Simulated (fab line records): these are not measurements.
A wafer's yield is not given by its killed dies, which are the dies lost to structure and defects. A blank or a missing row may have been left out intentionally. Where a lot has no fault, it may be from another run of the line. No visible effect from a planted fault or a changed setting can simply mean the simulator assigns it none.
Split-lot experiment    flow berkeley cmos170    on a route of 331 steps: 5 lots, 23 wafers read

## SPLIT DETAILS
At UCB170_V2_COAT_07 (resist thk 900 nm), the setting resist thk nm was moved away from the recipe's 900 nm on 6 of the 23 wafers read, by -3.2% to +2.9%. This setting was run at the recipe's value on the other wafers.

## FROM THE SPLIT TO THE READING: what the file shows between them, 4 steps
- UCB170_V2_EXPOSE_09: exposes mask VIA2, target cd 700 nm (also split here: dose mj)
- UCB170_V2_PEB_10
- UCB170_V2_DEVELOP_11: develop time 45 s
- UCB170_V2_CD_MEAS_12: target cd 700 nm

## THE READING
KrF_of_V2_COAT_07.thk nm (the simulator's own value, which no gauge read), in nm, at UCB170_V2_ETCH_14 (etches SiO2 in CHF3/CF4/Ar, stops on Al, target depth 1250 nm, time 291 s). The file does not state a usual value for it. The 17 wafers here that ran the recipe average 612.3 nm, standard deviation 4.3 nm.

wafer   tool, chamber at the split  resist thk nm as run, nm  against the recipe  KrF_of_V2_COAT_07.thk nm, nm  against lot-mates on the recipe
L074.1  litho track-04, 0           900                       recipe              612                           -
L074.2  litho track-04, 0           900                       recipe              605.2                         -
L074.5  litho track-04, 0           900                       recipe              616.4                         -
L078.1  litho track-03, 0           900                       recipe              611.2                         -
L078.3  litho track-03, 0           900                       recipe              613.8                         -
L078.4  litho track-03, 0           900                       recipe              615.1                         -
L078.5  litho track-03, 0           900                       recipe              616.1                         -
L078.6  litho track-03, 0           900                       recipe              611.3                         -
L080.2  litho track-03, 0           900                       recipe              608.8                         -
L080.3  litho track-03, 0           925.9                     +2.9%               631.6                         +23.6
L080.4  litho track-03, 0           900                       recipe              607.2                         -
L080.5  litho track-03, 0           925.9                     +2.9%               636.7                         +28.7
L080.6  litho track-03, 0           925.9                     +2.9%               639.3                         +31.3
L081.1  litho track-02, 0           900                       recipe              610.5                         -
L081.2  litho track-02, 0           900                       recipe              618.7                         -
L081.3  litho track-02, 0           900                       recipe              616.7                         -
L081.5  litho track-02, 0           900                       recipe              616.3                         -
L081.6  litho track-02, 0           900                       recipe              614.9                         -
L084.2  litho track-03, 0           900                       recipe              602.9                         -
L084.3  litho track-03, 0           871.2                     -3.2%               588.5                         -18.6
L084.4  litho track-03, 0           871.2                     -3.2%               586.6                         -20.5
L084.5  litho track-03, 0           871.2                     -3.2%               586.4                         -20.7
L084.6  litho track-03, 0           900                       recipe              611.3                         -

FIT RESULTS
A straight line over all 23 wafers: KrF_of_V2_COAT_07.thk nm changes by +8.01 nm for each +1% of resist thk nm; r = +0.96; the points scatter about the line by 4 nm.
The same after taking each lot's own level away (the mean of its wafers on the recipe; 23 wafers): +7.8 nm for each +1%; r = +0.96; scatter 3.9 nm.
Per that fit: largest resist thk nm move, reading shift of 25 nm.
The lots' own levels span 607.10 to 615.42 nm, that is 2.0 times the standard deviation above.
Consequently the slope shifts little with the lot-to-lot level, the two slopes agreeing.
Check: -25 nm against its lot-mates is what the line predicts for one of the wafers moved furthest among these (-3.2%) when that wafer is left out of the fit. It came out at -18.6 nm against them.

## OTHER SPLITS ON THESE WAFERS
Other splits were also applied to these wafers ahead of the reading. Each is held against what the fit with the lots' levels taken away leaves over:
other split on the same wafers  wafers away from the commonest value  r with KrF_of_V2_COAT_07.thk nm (lot level and that fit taken away)
UCB170_V2_EXPOSE_09 dose mj     9                                     -0.11

## THE WHOLE CHAIN: every reading that the file lists as answering this split, in the file's order
step                what it does                                                               reading                                                                    change (the file's fit)               r (the file's)
UCB170_V2_COAT_07   resist thk 900 nm                                                          KrF_of_V2_COAT_07.thk nm (the simulator's own value, which no gauge read)  +9.02 nm for each +1% of the setting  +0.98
UCB170_V2_ETCH_14   etches SiO2 in CHF3/CF4/Ar, stops on Al, target depth 1250 nm, time 291 s  KrF_of_V2_COAT_07.thk nm (the simulator's own value, which no gauge read)  +7.77 nm for each +1% of the setting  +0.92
UCB170_V2_STRIP_15  strips in O2                                                               strip time to endpoint s                                                   withheld for each +1% of the setting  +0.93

## THE FILE'S OWN FIT
KrF_of_V2_COAT_07.thk nm changes by +7.77 nm for each +1% of resist thk nm, r = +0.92.
